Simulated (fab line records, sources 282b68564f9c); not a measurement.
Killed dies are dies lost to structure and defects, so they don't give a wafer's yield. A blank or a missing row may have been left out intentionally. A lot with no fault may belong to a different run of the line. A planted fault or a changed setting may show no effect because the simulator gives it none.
Struck lot and sound lot, side by side + flow ritCmos + 15 steps out of a route of 202
Sound: the wafers L965.3, L965.5, L965.6. Struck: wafers L973.2, L973.5, L973.6. The cause is named last.
For every step that has rows: the tool of each side, followed by ch and its chambers, followed by its first start. Under that, the readings that differ: sound wafers + struck wafers + difference of the means + sigmas: that difference in standard deviations of wafers without a fault.
alike: readings whose means differ by less than 2 such deviations, and words and numbers that are the same on both sides. not compared: withheld readings, readings that some wafer has no value for, bounds like >300 that may hide the same value, and numbers for which the record gives no deviation and whose values overlap.
Wherever a step has rows on one side only, a row that says differs or no value, or a row with sigmas, the two part there. Numbers that have no deviation but don't overlap get no sigmas and don't part them. Lack of a reading on every wafer of one side parts them only where that side has two or more wafers.

first, 3 steps without rows for these wafers: RIT_SDANNEAL_CLEAN_00 (cleans in SC1, time 600 s); RIT_SDANNEAL_CLEAN_01 (cleans in dHF, time 30 s); RIT_SDANNEAL_CLEAN_02 (cleans in SC2, time 600 s).
RIT_SDANNEAL_RTA_03: time 5 s.
  sound on rtpAnneal-01 ch 0, day 5 05:44; struck on rtpAnneal-01 ch 0, day 6 18:38
  alike: wafer_temp_C_max
RIT_SDANNEAL_RS_MEAS_04: measures by four-point-probe.
  sound: filmMetro-04 at day 5 05:49; struck: filmMetro-03 at day 6 18:42
  alike: PSD_RS
RIT_SDANNEAL_RS_MEAS_05: measures by four-point-probe.
  sound: filmMetro-04 at day 5 05:56; struck: filmMetro-03 at day 6 18:49
  alike: NSD_RS
RIT_SDANNEAL_RS_MEAS_06: measures by four-point-probe.
  sound: filmMetro-04 at day 5 06:03; struck: filmMetro-03 at day 6 18:56
  alike: PLDD_RS
RIT_SDANNEAL_RS_MEAS_07: measures by four-point-probe.
  sound: filmMetro-04 at day 5 06:10; struck: filmMetro-03 at day 6 19:04
  alike: NLDD_RS
then, 1 step without rows for these wafers: RIT_SILICIDE_WET_ETCH_00 (etches SiO2 in BOE, target depth 14 nm, time 15 s).
RIT_SILICIDE_SPUTTER_01: material Ti, target thk 30 nm, time 240 s.
  sound: pvdSputter-02 at day 5 06:16; struck: pvdSputter-02 at day 6 19:10
  alike: throttleValvePct
RIT_SILICIDE_RS_MEAS_02: measures by four-point-probe.
  sound: filmMetro-01 at day 5 06:28; struck: filmMetro-04 at day 6 19:20
  alike: SILICIDE_TI_RS
RIT_SILICIDE_THK_MEAS_03: measures by xrf.
  sound: filmMetro-01 at day 5 06:34; struck: filmMetro-04 at day 6 19:27
  alike: SILICIDE_TI_THK
RIT_SILICIDE_RTA_04: time 10 s, ramp up 5 s, ramp down 5 s.
  sound on rtpAnneal-02 ch 0, day 5 06:37; struck on rtpAnneal-02 ch 0, day 6 19:31
| reading          | sound             | struck            | difference | sigmas |
|------------------|-------------------|-------------------|------------|--------|
| wafer_temp_C_max | 653.9 653.3 653.4 | 628.6 628.7 628.0 | -25.1      | -26    |
then, 1 step without rows for these wafers: RIT_SILICIDE_WET_ETCH_05 (etches Ti in SPM, time 120 s).
RIT_M1_PROBE_99:
  sound: prober-02 at day 5 13:19; struck: prober-01 at day 7 02:10
  alike: killedAtContacts, killedAtFrontEnd, killedDies, killedOpen, killedShort

## WHERE THEY PART
Only at RIT_SILICIDE_RTA_04, within this record. Later steps at which nothing parts them and some readings are alike: RIT_M1_PROBE_99.

WHY: what had been put in by the simulator
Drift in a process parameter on rtpAnneal-02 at RIT_SILICIDE_RTA_04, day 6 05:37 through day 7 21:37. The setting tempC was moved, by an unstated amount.
